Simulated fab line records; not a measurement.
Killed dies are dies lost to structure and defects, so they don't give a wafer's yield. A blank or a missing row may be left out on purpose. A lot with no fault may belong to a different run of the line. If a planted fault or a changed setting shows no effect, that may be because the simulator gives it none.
One fault through the eyes of 2 desks | flow berkeley_cmos170 | each desk holds nothing but its own numbers, with what lay behind them at the end

THE METROLOGY DESK
What the gauges read for every lot (on any tool): the sampled wafers with a number, averaged. Any lot whose mean is over 4 standard deviations away from the usual mean is out of limits and marked OUT; that distance is given in the brackets.
Columns: A = PWELL_TW at UCB170_PWELL_TW_MEAS_17, usual 379; B = PVT_TW at UCB170_PVT_TW_MEAS_09, usual 508
lot  | first seen here | A   | B
L377 | day 2 13:52     | 378 | 510
L378 | day 2 22:01     | 378 | 512
L379 | day 3 02:04     | 384 | 509
L380 | day 3 08:51     | 380 | 508
L381 | day 3 17:32     | 385 | 512
L382 | day 4 00:17     | 380 | 502
L383 | day 4 03:48     | 377 | 503
L384 | day 4 14:51     | 383 | 503
L385 | day 4 20:01     | 376 | 509
L395 | day 6 16:08     | 375 | 511
L397 | day 7 02:53     | 376 | 505
L398 | day 7 08:10     | 381 | 511
L399 | day 7 08:26     | 381 | 510
L400 | day 7 16:37     | 376 | 510
Result from this desk: across the 14 lots, nothing is out of limits.

FOR THE TOOL OWNER'S DESK: implanter-02
The tool's own readings at UCB170_NWELL_IMPLANT_14, given as means over the sampled wafers that have a number, one for each lot that went through this tool. Any lot whose mean is over 4 standard deviations away from the usual mean is out of limits and marked OUT; that distance is given in the brackets.
Columns: A = tilt_deg at UCB170_NWELL_IMPLANT_14, usual 7.000 degrees
lot  | first seen here | A
L378 | day 2 07:19     | 6.994
L381 | day 2 23:44     | 7.047
L382 | day 3 07:32     | 6.967
L383 | day 3 11:40     | 7.004
L384 | day 3 21:24     | 10.741 (+99 or more) OUT
L385 | day 4 01:31     | 10.718 (+99 or more) OUT
This desk's verdict: out of limits on L384, L385, starting with L384 at day 3 21:24 (tilt_deg at UCB170_NWELL_IMPLANT_14). Within limits: L378, L381, L382, L383.

PUT TOGETHER
The tool owner's desk could have raised an alarm at day 3 21:24, on L384, L385.
The metrology desk saw nothing out of limits.
The metrology desk has L384, L385 on record, within its limits.
On implanter-02, each named lot ran UCB170_NWELL_IMPLANT_14.

WHAT HAD BEEN PUT IN BY THE SIMULATOR
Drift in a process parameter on implanter-02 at UCB170_NWELL_IMPLANT_14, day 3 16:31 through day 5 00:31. The setting tilt_deg was moved by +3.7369, starting from 7. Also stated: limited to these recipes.
Lots struck among those shown: L384, L385.
Time in hours from fault onset to the first out-of-limits reading at each desk: the tool owner's desk, 5.
